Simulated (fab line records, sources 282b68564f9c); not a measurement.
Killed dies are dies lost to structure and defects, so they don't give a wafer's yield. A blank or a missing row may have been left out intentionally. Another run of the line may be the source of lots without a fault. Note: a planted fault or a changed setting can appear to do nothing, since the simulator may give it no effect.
A struck lot beside a sound one | flow ritCmos | 30 steps out of a route of 202
Sound: these wafers, L912.2, L912.4, L912.5. Wafers struck: L930.2, L930.4, L930.6. The cause comes at the end.
At each step with rows: each side's tool, then ch and its chambers, then its first start. Under that, the readings that differ: sound wafers | struck wafers | difference of the means | sigmas: that difference in standard deviations of wafers without a fault.
alike: a reading whose means differ by less than 2 such deviations, as well as words and numbers matching on both sides. not compared: withheld readings; readings where some wafer has no value; bounds like >300 that might hide an equal value; numbers whose values overlap and for which the record gives no deviation.
Wherever a step has rows on one side only, a row that says differs or no value, or a row with sigmas, the two part there. Numbers that don't overlap but have no deviation are shown without sigmas and don't part them. A reading missing from all wafers of one side parts the sides only when that side holds two or more wafers.

RIT_FOX2_THK_MEAS_01:
  sound on filmMetro-03 at day 2 10:13; struck on filmMetro-04 at day 6 05:38
  alike: FOX2_OXIDE_THK
then, 2 steps without rows for these wafers: RIT_FOX2_CLEAN_02 (cleans in dHF, time 180 s); RIT_FOX2_WET_ETCH_03 (etches Si3N4 in H3PO4, target depth 195 nm, time 2700 s).
RIT_FOX2_THK_MEAS_90:
  sound on filmMetro-02 at day 2 11:06; struck on filmMetro-04 at day 6 06:31
  alike: FIELD_OXIDE_LEFT_1_THK
then, 6 steps without rows for these wafers: RIT_NWELL_HMDS_00 (prime time 60 s); RIT_NWELL_COAT_01 (resist thk 1300 nm); RIT_NWELL_SOFTBAKE_02 (time 60 s); RIT_NWELL_EXPOSE_03 (exposes mask M2, target cd 43900 nm); RIT_NWELL_PEB_04; RIT_NWELL_DEVELOP_05 (develop time 68 s).
RIT_NWELL_OVL_MEAS_06:
  sound on overlay-02 at day 2 12:02; struck on overlay-01 at day 6 07:28
  alike: NWELL_OVL
then, 1 step without rows for these wafers: RIT_NWELL_HARDBAKE_07 (time 120 s).
RIT_NWELL_IMPLANT_08:
  sound on implanter-02 ch 0, day 2 12:20; struck on implanter-04 ch 0, day 6 07:46
reading          | sound                         | struck                       | difference | sigmas
doseIonsCm2      | 4.999e+13 4.994e+13 4.996e+13 | 3.72e+13 3.723e+13 3.727e+13 | -1.27e+13  | -99 or more
faradayCurrentUA | 163 159 159                   | 120 119 117                  | -42        | -13
RIT_NWELL_STRIP_09: strips in O2, time 180 s.
  sound on plasmaAsher-01 ch 0,1, day 2 12:28; struck on plasmaAsher-03 ch 1, day 6 07:53
  alike: drypumpMotorCurrentA, o2FlowSccm, rfReflPowerW
  not compared: rfHoursCounterH
RIT_NWELL_TW_MEAS_10:
  sound on filmMetro-02 at day 2 12:39; struck on filmMetro-02 at day 6 08:04
reading  | sound          | struck         | difference | sigmas
NWELL_TW | 2192 2180 2174 | 1961 1976 1964 | -215       | -10
then, 6 steps without rows for these wafers: RIT_PWELL_HMDS_00 (prime time 60 s); RIT_PWELL_COAT_01 (resist thk 1300 nm); RIT_PWELL_SOFTBAKE_02 (time 60 s); RIT_PWELL_EXPOSE_03 (exposes mask M3, target cd 43700 nm); RIT_PWELL_PEB_04; RIT_PWELL_DEVELOP_05 (develop time 68 s).
RIT_PWELL_OVL_MEAS_06:
  sound on overlay-02 at day 2 13:52; struck on overlay-01 at day 6 09:08
  alike: PWELL_OVL
then, 2 steps without rows for these wafers: RIT_PWELL_HARDBAKE_07 (time 120 s); RIT_PWELL_IMPLANT_08.
RIT_PWELL_STRIP_09: strips in O2, time 180 s.
  sound on plasmaAsher-02 ch 1, day 2 14:17; struck on plasmaAsher-02 ch 0,1, day 6 09:34
  alike: drypumpMotorCurrentA, o2FlowSccm, rfReflPowerW
  not compared: rfHoursCounterH
RIT_PWELL_TW_MEAS_10:
  sound on filmMetro-02 at day 2 14:28; struck on filmMetro-04 at day 6 09:45
  alike: PWELL_TW
then, 1 step without rows for these wafers: RIT_WELLDRIVE_ANNEAL_00 (time 14700 s).
RIT_WELLDRIVE_RS_MEAS_01: measures by four-point-probe.
  sound on filmMetro-01 at day 2 19:38; struck on filmMetro-02 at day 6 14:54
reading           | sound             | struck            | difference | sigmas
NWELL_RS (ohm/sq) | 275.2 276.1 275.3 | 332.3 331.7 331.9 | +56.4      | +77
RIT_WELLDRIVE_RS_MEAS_02: measures by four-point-probe.
  sound on filmMetro-01 at day 2 19:45; struck on filmMetro-02 at day 6 15:01
  alike: PWELL_RS
RIT_M1_PROBE_99:
  sound on prober-02 at day 4 04:16; struck on prober-01 at day 7 21:55
reading                             | sound                | struck               | difference | sigmas
model.etest.pmos_0p3.rOnOhmUm       | 5944 5953 6107       | 6115 6220 6264       | +198       | 
model.etest.nwellPinched.rsOhmSq    | 340.6 345.6 344.1    | 409.9 411.4 410.5    | +67.2      | 
model.etest.wellEdgeLeft.lineOhmUm  | 184.6 184.6 181.5    | 224.1 224.3 226.3    | +41.3      | 
model.etest.wellEdgeRight.lineOhmUm | 182.7 181.6 183.1    | 227.1 223.5 226.2    | +43.1      | 
model.etest.fieldPMetal.vtV (V)     | -28.27 -28.18 -27.8  | -25.74 -26.53 -26.5  | +1.83      | 
model.etest.fieldP.vtV (V)          | -12.16 -12.09 -12.18 | -11.19 -11.29 -11.22 | +0.91      | 
model.etest.isoNwellNwell.bvV (V)   | 22.46 22.13 22.26    | 23.7 23.76 23.79     | +1.5       | 
  alike: killedAtContacts, killedAtFrontEnd, killedDies, killedOpen, killedShort
  not compared: model.etest.pmos_0p3.driveUaUm

## WHERE THEY PART
First at RIT_NWELL_IMPLANT_08; last, within this record, at RIT_WELLDRIVE_RS_MEAS_01. Later steps at which nothing parts them and some readings are alike: RIT_WELLDRIVE_RS_MEAS_02, RIT_M1_PROBE_99.

WHY: what had been put in by the simulator
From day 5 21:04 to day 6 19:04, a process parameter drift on implanter-04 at RIT_NWELL_IMPLANT_08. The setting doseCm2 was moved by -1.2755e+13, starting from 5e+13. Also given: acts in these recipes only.
